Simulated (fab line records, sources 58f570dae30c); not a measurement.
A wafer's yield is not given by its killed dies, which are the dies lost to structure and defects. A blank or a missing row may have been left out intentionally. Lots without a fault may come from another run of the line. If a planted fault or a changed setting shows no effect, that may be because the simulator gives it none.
fab line records | flow berkeley_cmos170
record: lots: 6 | wafers: 18 | last_day: 13
route steps=331 shown ACTIVE@63
lots with no fault: from the same line, run without faults
start_h: start of the lot's first displayed wafer, in hours after the record's first day | wait_h: hours since the lot's step before | " identical to the entry in the row above | L1.1+2: a single row standing in for several wafers | - no value, or no start was given | * or withheld: withheld | < > ~ a bound
route shown NAME@n: a module of which the file shows steps, and the number in the route of the first | usual: the fault-free wafers' mean and standard deviation | same: alike in all rows | chamber/n: place in a boat | sites: readings site by site | _std_site: their standard deviation | _edge_site: the outer-site mean with the inner-site mean subtracted | radius_mm: how far each site lies from the wafer's centre | mask NAME#n: copy n | behind: the most recent tool/chamber to have shaped the wafer | hold: cause of the lot's hold/its duration in hours/its outcome | device: which transistor (n, p or np) failed to switch | end of line: tests run on the same wafers once the route is complete | for a step that has no rows: nothing shown but its recipe | killed: the dies lost at the first sort to structure and to defects; this is not the yield of the wafer | map: dies across one wafer; x = killed, . = not, _ = none there
set.NAME: the setting the step ran with; set.NAME@STEP: the setting that earlier step ran with | model.NAME: the simulator's own value behind a step, which no gauge read
lots seen at some steps along the route; tables by step, rows by wafer
services: when a tool's chamber went out of use (start_h, in hours from the record's first day, below 0 if earlier), for how many hours, and the reason
== steps ==
step: UCB170_ACTIVE_THK_MEAS_03
recipe: reads: SiO2_of_ACTIVE_OXIDATION_02
usual: ACTIVE_OXIDE_THK: 26.6/0.45
lot.wafer | tool          | chamber | start_h | wait_h | ACTIVE_OXIDE_THK[nm]
L543.3    | film_metro-04 | -       | 163.08  | 0.0    | 27.4
L543.5    | "             | -       | "       | "      | 27.3
L543.6    | "             | -       | "       | "      | 27.1
L540.2    | film_metro-01 | -       | 163.13  | 0.1    | 26.5
L540.3    | "             | -       | "       | "      | 26.5
L540.6    | "             | -       | "       | "      | 26.4
L544.1    | film_metro-04 | -       | 170.58  | 0.0    | 26.7
L544.4    | "             | -       | "       | "      | 26.7
L544.6    | "             | -       | "       | "      | 27.2
L546.2    | film_metro-04 | -       | 179.60  | 0.0    | 26.4
L546.3    | "             | -       | "       | "      | 27.1
L546.5    | "             | -       | "       | "      | 26.4
L549.1    | film_metro-04 | -       | 188.05  | 0.0    | 26.1
L549.3    | "             | -       | "       | "      | 26.0
L549.6    | "             | -       | "       | "      | 25.7
L550.4    | film_metro-01 | -       | 202.32  | 0.0    | 26.3
L550.5    | "             | -       | "       | "      | 26.7
L550.6    | "             | -       | "       | "      | 26.5
step: UCB170_ACTIVE_ANNEAL_04
recipe: temp_c: 1000 | time_s: 900 | ambient: N2
step: UCB170_ACTIVE_CVD_05
recipe: material: Si3N4 | target_thk_nm: 220 | temp_c: 800 | precursor: SiH2Cl2/NH3 | time_s: 3300 | pressure_mtorr: 200 | sih2cl2_flow_sccm: 25 | nh3_flow_sccm: 75
step: UCB170_ACTIVE_THK_MEAS_06
recipe: reads: Si3N4_of_ACTIVE_CVD_05
usual: ACTIVE_NITRIDE_THK: 221.3/2
lot.wafer | tool          | chamber | start_h | wait_h | ACTIVE_NITRIDE_THK[nm]
L540.2    | film_metro-04 | -       | 171.67  | 0.0    | 220.4
L540.3    | "             | -       | "       | "      | 220.6
L540.6    | "             | -       | "       | "      | 223.7
L543.3    | film_metro-02 | -       | 171.68  | 0.0    | 219.6
L543.5    | "             | -       | "       | "      | 218.7
L543.6    | "             | -       | "       | "      | 220.6
L544.1    | film_metro-01 | -       | 179.44  | 0.0    | 221.1
L544.4    | "             | -       | "       | "      | 220.2
L544.6    | "             | -       | "       | "      | 220.0
L546.2    | film_metro-02 | -       | 187.27  | 0.0    | 220.8
L546.3    | "             | -       | "       | "      | 223.5
L546.5    | "             | -       | "       | "      | 220.5
L549.1    | film_metro-02 | -       | 195.92  | 0.0    | 218.1
L549.3    | "             | -       | "       | "      | 219.4
L549.6    | "             | -       | "       | "      | 219.3
L550.4    | film_metro-04 | -       | 211.31  | 0.1    | 221.6
L550.5    | "             | -       | "       | "      | 223.0
L550.6    | "             | -       | "       | "      | 222.7
step: UCB170_ACTIVE_HMDS_07
recipe: prime_time_s: 60 | prime_temp_c: 100
step: UCB170_ACTIVE_COAT_08
recipe: resist: KrF | spin_rpm: 1500 | resist_thk_nm: 900
step: UCB170_ACTIVE_SOFTBAKE_09
recipe: resist: KrF | temp_c: 130 | time_s: 60
step: UCB170_ACTIVE_EXPOSE_10
recipe: mask_id: ACTIVE | target_cd_nm: 1200 | na: 0.5 | sigma_outer: 0.6 | source_shape: conventional | dose_mj: 20
step: UCB170_ACTIVE_PEB_11
recipe: peb_temp_c: 130 | peb_time_s: withheld | resist: KrF
step: UCB170_ACTIVE_DEVELOP_12
recipe: developer: TMAH | develop_time_s: 45 | resist: KrF | dev_temp_c: 21
step: UCB170_ACTIVE_CD_MEAS_13
recipe: target_cd_nm: 1200
usual: cd_nm: 1200.0/1.6
lot.wafer | tool      | chamber | start_h | wait_h | cd_nm
L543.3    | cd_sem-02 | -       | 173.20  | -      | 1196.6
L543.5    | "         | -       | "       | "      | 1198.0
L543.6    | "         | -       | "       | "      | 1197.2
L540.2    | cd_sem-01 | -       | 173.49  | -      | 1200.8
L540.3    | "         | -       | "       | "      | 1200.5
L540.6    | "         | -       | "       | "      | 1199.0
L544.1    | cd_sem-02 | -       | 181.10  | -      | 1197.7
L544.4    | "         | -       | "       | "      | 1198.0
L544.6    | "         | -       | "       | "      | 1198.8
L546.2    | cd_sem-01 | -       | 188.90  | -      | 1203.3
L546.3    | "         | -       | "       | "      | 1202.2
L546.5    | "         | -       | "       | "      | 1200.7
L549.1    | cd_sem-01 | -       | 197.70  | -      | 1201.3
L549.3    | "         | -       | "       | "      | 1201.3
L549.6    | "         | -       | "       | "      | 1200.8
L550.4    | cd_sem-02 | -       | 214.51  | -      | 1199.5
L550.5    | "         | -       | "       | "      | 1198.2
L550.6    | "         | -       | "       | "      | 1200.1
step: UCB170_ACTIVE_OVL_MEAS_14
usual: ACTIVE_OVL: 0/5.4
lot.wafer | tool       | chamber | start_h | wait_h | ACTIVE_OVL[nm]
L543.3    | overlay-02 | -       | 173.29  | 0.1    | 0
L543.5    | "          | -       | "       | "      | -3
L543.6    | "          | -       | "       | "      | -2
L540.2    | overlay-02 | -       | 173.60  | 0.1    | -2
L540.3    | "          | -       | "       | "      | -1
L540.6    | "          | -       | "       | "      | -10
L544.1    | overlay-02 | -       | 181.22  | 0.1    | 0
L544.4    | "          | -       | "       | "      | -1
L544.6    | "          | -       | "       | "      | -2
L546.2    | overlay-01 | -       | 189.00  | 0.1    | 3
L546.3    | "          | -       | "       | "      | 1
L546.5    | "          | -       | "       | "      | 0
L549.1    | overlay-01 | -       | 197.82  | 0.1    | 2
L549.3    | "          | -       | "       | "      | -3
L549.6    | "          | -       | "       | "      | 4
L550.4    | overlay-02 | -       | 214.58  | 0.1    | 0
L550.5    | "          | -       | "       | "      | 10
L550.6    | "          | -       | "       | "      | 1
step: UCB170_ACTIVE_ETCH_15
recipe: chemistry: CH3F/Ar/O2 | target: Si3N4 | stop_on: SiO2 | CH3F_flow_sccm: 20 | Ar_flow_sccm: 50 | O2_flow_sccm: 7 | pressure_mtorr: 50 | rf_w: 450 | target_depth_a: 2420 | over_etch_frac: 0.1 | time_s: 151
usual: drypump_motor_current_A: 5.9/0.41 | mfc_ar_sccm: 50.00/0.17 | oes_product_au: 0.945/0.0088 | rf_fwd_power_W: 447.9/1.4 | throttle_valve_pct: 8.06/0.12
lot.wafer | tool        | chamber | start_h | wait_h | drypump_motor_current_A | mfc_ar_sccm | oes_product_au | rf_fwd_power_W | rf_hours_counter_h | throttle_valve_pct | model.KrF_of_ACTIVE_COAT_08.thk_nm
L543.3    | rie_diel-01 | 2       | 173.32  | 0.0    | 5.1                     | 50.08       | 0.930          | 448.6          | 67                 | 8.09               | 734.8
L543.5    | "           | 0       | "       | "      | 6.5                     | 50.14       | 0.941          | 449.1          | -                  | 8.26               | 725.5
L543.6    | "           | 1       | "       | "      | 5.0                     | 49.93       | 0.944          | 445.2          | -                  | 8.08               | 727.5
L540.2    | rie_diel-02 | 1       | 173.63  | 0.0    | 5.8                     | 49.78       | 0.942          | 448.0          | 37                 | 7.80               | 730
L540.3    | "           | 2       | "       | "      | 6.5                     | 49.81       | 0.959          | 449.1          | 146                | 8.22               | 730.6
L540.6    | "           | 3       | "       | "      | 6.0                     | 50.21       | 0.948          | 444.8          | -                  | 8.09               | 720.1
L544.1    | rie_diel-03 | 0       | 181.26  | 0.0    | 6.0                     | 50.00       | 0.946          | 450.7          | 16                 | 8.03               | 723.9
L544.4    | "           | 0       | "       | "      | 6.0                     | 49.97       | 0.942          | 449.3          | -                  | 8.03               | 730.8
L544.6    | "           | 1       | "       | "      | 5.5                     | 50.04       | 0.952          | 448.7          | -                  | 8.16               | 717.1
L546.2    | rie_diel-02 | 1       | 189.03  | 0.0    | 5.8                     | 49.78       | 0.928          | 373.9          | 38                 | 7.80               | 741.9
L546.3    | "           | 0       | "       | "      | 5.9                     | 50.14       | 0.956          | 373.3          | 56                 | 7.98               | 739.2
L546.5    | "           | 1       | "       | "      | 5.8                     | 49.92       | 0.924          | 375.1          | -                  | 7.80               | 745.2
L549.1    | rie_diel-02 | 1       | 197.85  | 0.0    | 5.8                     | 49.76       | 0.939          | 375.3          | 38                 | 7.79               | 745.1
L549.3    | "           | 3       | "       | "      | 6.0                     | 50.08       | 0.935          | 375.2          | 79                 | 8.08               | 739.1
L549.6    | "           | 0       | "       | "      | 5.9                     | 50.15       | 0.936          | 376.0          | -                  | 7.97               | 741.1
L550.4    | rie_diel-01 | 3       | 214.60  | 0.0    | 6.3                     | 49.93       | 0.948          | 448.1          | 120                | 8.06               | 728.5
L550.5    | "           | 2       | "       | "      | 5.1                     | 50.15       | 0.931          | 448.7          | -                  | 8.09               | 727.2
L550.6    | "           | 3       | "       | "      | 6.3                     | 50.00       | 0.943          | 448.0          | -                  | 8.05               | 728.9
step: UCB170_ACTIVE_STRIP_16
recipe: chemistry: O2 | power_w: 400 | pressure_mtorr: 3500 | platen_temp_c: withheld | o2_flow_sccm: 400 | overash_fraction: 0.5
usual: drypump_motor_current_A: 5.7/0.59 | oes_product_au: 0.721/0.0045 | strip_time_to_endpoint_s: 18.12/0.097
lot.wafer | tool            | chamber | start_h | wait_h | drypump_motor_current_A | oes_product_au | rf_hours_counter_h | strip_time_to_endpoint_s
L543.3    | plasma_asher-03 | 0       | 173.45  | 0.1    | 4.8                     | 0.718          | -                  | 18.33
L543.5    | "               | 0       | "       | "      | 4.9                     | 0.720          | -                  | 18.11
L543.6    | "               | 1       | "       | "      | 5.1                     | 0.713          | -                  | 18.15
L540.2    | plasma_asher-03 | 0       | 173.73  | 0.1    | 4.8                     | 0.724          | 40                 | 18.21
L540.3    | "               | 0       | "       | "      | 4.9                     | 0.718          | -                  | 18.24
L540.6    | "               | 0       | "       | "      | 4.8                     | 0.724          | -                  | 18.00
L544.1    | plasma_asher-03 | 1       | 181.36  | 0.1    | 5.2                     | 0.731          | 40                 | 18.08
L544.4    | "               | 1       | "       | "      | 5.2                     | 0.721          | -                  | 18.25
L544.6    | "               | 1       | "       | "      | 5.2                     | 0.720          | -                  | 17.91
L546.2    | plasma_asher-03 | 1       | 189.13  | 0.1    | 5.1                     | 0.714          | 41                 | 18.50
L546.3    | "               | 1       | "       | "      | 5.1                     | 0.719          | -                  | 18.45
L546.5    | "               | 0       | "       | "      | 4.8                     | 0.722          | -                  | 18.58
L549.1    | plasma_asher-03 | 0       | 197.95  | 0.1    | 4.8                     | 0.719          | 42                 | 18.57
L549.3    | "               | 0       | "       | "      | 4.8                     | 0.729          | -                  | 18.44
L549.6    | "               | 0       | "       | "      | 4.8                     | 0.718          | -                  | 18.48
L550.4    | plasma_asher-02 | 0       | 214.74  | 0.1    | 5.6                     | 0.716          | -                  | 18.20
L550.5    | "               | 1       | "       | "      | 6.5                     | 0.712          | -                  | 18.14
L550.6    | "               | 0       | "       | "      | 5.6                     | 0.722          | -                  | 18.21
step: UCB170_ACTIVE_CD_MEAS_90
recipe: target_cd_nm: 1200
usual: cd_nm: 1200.0/1.6
lot.wafer | tool      | chamber | start_h | wait_h | cd_nm
L543.3    | cd_sem-02 | -       | 173.56  | 0.1    | 1196.1
L543.5    | "         | -       | "       | "      | 1197.6
L543.6    | "         | -       | "       | "      | 1197.1
L540.2    | cd_sem-02 | -       | 173.85  | 0.1    | 1200.5
L540.3    | "         | -       | "       | "      | 1199.9
L540.6    | "         | -       | "       | "      | 1199.4
L544.1    | cd_sem-02 | -       | 181.50  | 0.1    | 1197.5
L544.4    | "         | -       | "       | "      | 1198.2
L544.6    | "         | -       | "       | "      | 1198.9
L546.2    | cd_sem-01 | -       | 189.25  | 0.1    | 1203.8
L546.3    | "         | -       | "       | "      | 1202.6
L546.5    | "         | -       | "       | "      | 1201.6
L549.1    | cd_sem-01 | -       | 198.05  | 0.1    | 1201.8
L549.3    | "         | -       | "       | "      | 1201.7
L549.6    | "         | -       | "       | "      | 1200.8
L550.4    | cd_sem-01 | -       | 214.86  | 0.1    | 1199.3
L550.5    | "         | -       | "       | "      | 1198.4
L550.6    | "         | -       | "       | "      | 1200.2
== services ==
tool            | chamber | start_h | hours | kind
rie_diel-03     | -       | 149.78  | 4.3   | pm
rie_diel-02     | -       | 167.71  | 0.4   | repair
rie_diel-01     | 3       | 167.98  | 15.8  | repair
rie_diel-03     | 2       | 170.85  | -     | clean
rie_diel-03     | 2       | 170.85  | 15.7  | scheduled_down
rie_diel-03     | 2       | 170.85  | 15.7  | vent_cycle
plasma_asher-03 | -       | 174.90  | 2.8   | pm
rie_diel-02     | -       | 193.40  | 4.3   | pm
rie_diel-01     | -       | 194.32  | 0.2   | repair
rie_diel-02     | 2       | 197.73  | -     | clean
rie_diel-02     | 2       | 197.73  | 17.6  | scheduled_down
rie_diel-02     | 2       | 197.73  | 17.6  | vent_cycle
== key ==
first_sign: step: UCB170_ACTIVE_ETCH_15 | reading: rf_fwd_power_W | direction: down | sigmas: 51 | usual: 447.9 | struck: 374.8
effect: step: UCB170_ACTIVE_STRIP_16 | reading: strip_time_to_endpoint_s | direction: up | sigmas: 4 | usual: * | struck: *
model_effect: step: UCB170_ACTIVE_ETCH_15 | value: KrF_of_ACTIVE_COAT_08.thk_nm | without: 728.5 | struck: 741.9
met_at UCB170_ACTIVE_ETCH_15
struck_wafers L546.2,L546.3,L546.5,L549.1,L549.3,L549.6
later_rows_left_out L546.2,L546.3,L546.5
sort_left_out L546.2,L546.3,L546.5,L549.1,L549.3,L549.6
tester_left_out L546,L549
onset_between 173.63 189.03
fault: kind: process_parameter_drift | tool: rie_diel-02 | chamber: - | onset_h: 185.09 | steps: UCB170_ACTIVE_ETCH_15 | channel: rf_w | offset: -72 | shape: step | end_h: 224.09 | acts_in: these_recipes_only | stated: 450
tester_left_out: of these lots the tester's yield and bins aren't shown, on N5 and GAA mostly nor the transistor test; their killed dies are dies lost to structure and defects alone, not to doping, threshold or leakage, so they don't give the yield
sort_left_out: the simulated sort isn't trusted on such a fault, so these wafers' sort isn't shown, and their yield isn't known
later_rows_left_out: the simulator's readings of these wafers behind a module that went badly wrong aren't trusted and aren't shown, but for the sort
